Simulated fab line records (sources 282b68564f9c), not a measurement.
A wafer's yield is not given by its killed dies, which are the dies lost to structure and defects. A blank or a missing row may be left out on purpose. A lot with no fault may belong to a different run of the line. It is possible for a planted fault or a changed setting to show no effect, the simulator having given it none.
2 desks looking at one fault ; flow rit-cmos ; each desk has only its own numbers; what lay behind them comes last

== AT THE METROLOGY DESK ==
Lot by lot, what the gauges showed, no matter which tool ran the lot: averages of those sampled wafers that carry a number. Any lot whose mean is over 4 standard deviations away from the usual mean is out of limits and marked OUT; that distance is given in the brackets.
Columns: A = NWELL_TW at RIT_NWELL_TW_MEAS_10, usual 2132; B = cd-nm at RIT_GATE_CD_MEAS_90, usual 148.6 nm; C = PSD_TW at RIT_PSD_TW_MEAS_10, usual 3403; D = PSD_RS at RIT_SDANNEAL_RS_MEAS_04, usual 116.4 ohm/sq; E = cd-nm at RIT_CONTACT_CD_MEAS_08, usual 1000.1 nm
lot;first seen here;A;B;C;D;E
L102;day 1 22:31;2138;146.9;3354;116.0;1000.9
L103;day 2 02:52;2101;150.1;3373;116.8;1002.2
L104;day 2 07:55;2131;143.2;3428;116.2;997.8
L105;day 2 14:29;2136;148.3;3412;116.9;1000.7
L106;day 2 17:43;2128;151.8;3439;116.5;1001.0
L108;day 3 10:33;2141;152.8;3432;116.8;1001.0
L109;day 3 11:37;2102;148.5;3412;116.3;999.1
L112;day 3 23:26;2144;148.3;3343;116.1;1000.6
L115;day 4 16:31;2144;149.1;3409;116.4;1000.1
L116;day 4 20:00;2149;143.8;3414;116.7;1000.5
L117;day 5 00:08;2145;145.8;3376;115.9;1002.2
L119;day 5 10:58;2137;146.7;3367;116.3;1004.4
L121;day 5 20:10;2132;148.7;2959 (-16) OUT;131.7 (+46) OUT;995.7
L122;day 6 00:54;2137;149.8;2931 (-17) OUT;131.8 (+47) OUT;999.1
This desk's finding: out of limits on L121, L122; first on L121, day 7 00:47 (PSD_TW at RIT_PSD_TW_MEAS_10). In limits: L102, L103, L104, L105, L106, L108, L109, L112, L115, L116, L117, L119.

== FOR THE TOOL OWNER'S DESK: implanter-04 ==
The tool's own readings at RIT_PSD_IMPLANT_08, given as means over the sampled wafers that have a number, one for each lot that went through this tool. Any lot whose mean is over 4 standard deviations away from the usual mean is out of limits and marked OUT; that distance is given in the brackets.
Columns: A = beam-on-s at RIT_PSD_IMPLANT_08, usual 13.8 s; B = dose-ions-cm2 at RIT_PSD_IMPLANT_08, usual 5e+15; C = end-station-pressure-torr at RIT_PSD_IMPLANT_08, usual 1.35e-05 Torr; D = faraday-current-uA at RIT_PSD_IMPLANT_08, usual 11232
lot;first seen here;A;B;C;D
L102;day 3 04:09;14.6;5e+15;1.31e-05;10605
L104;day 3 21:14;14.1;5e+15;1.30e-05;10933
L109;day 4 18:51;14.4;5e+15;1.28e-05;10703
L115;day 5 20:37;14.4;5e+15;1.29e-05;10710
L121;day 7 00:28;10.1;2e+15 (-99 or more) OUT;1.01e-05;5563 (-6.6) OUT
L122;day 7 05:32;10.0;2e+15 (-99 or more) OUT;9.30e-06 (-4.2) OUT;5622 (-6.5) OUT
Finding of this desk: L121, L122 out of limits; the first was L121 at day 7 00:28, on dose-ions-cm2 at RIT_PSD_IMPLANT_08. In limits: L102, L104, L109, L115.

== BROUGHT TOGETHER ==
An alarm could have come from the tool owner's desk at day 7 00:28, on L121, L122.
The metrology desk could have raised an alarm at day 7 00:47, on L121, L122.
The lots listed all ran RIT_PSD_IMPLANT_08 on implanter-04.

== WHAT HAD BEEN PUT IN BY THE SIMULATOR ==
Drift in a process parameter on implanter-04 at RIT_PSD_IMPLANT_08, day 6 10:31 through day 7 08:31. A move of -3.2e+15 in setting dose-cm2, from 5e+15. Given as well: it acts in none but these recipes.
Lots struck among those shown: L121, L122.
Fault start to first reading out of limits, in hours, per desk: tool owner, 14; metrology, 14.
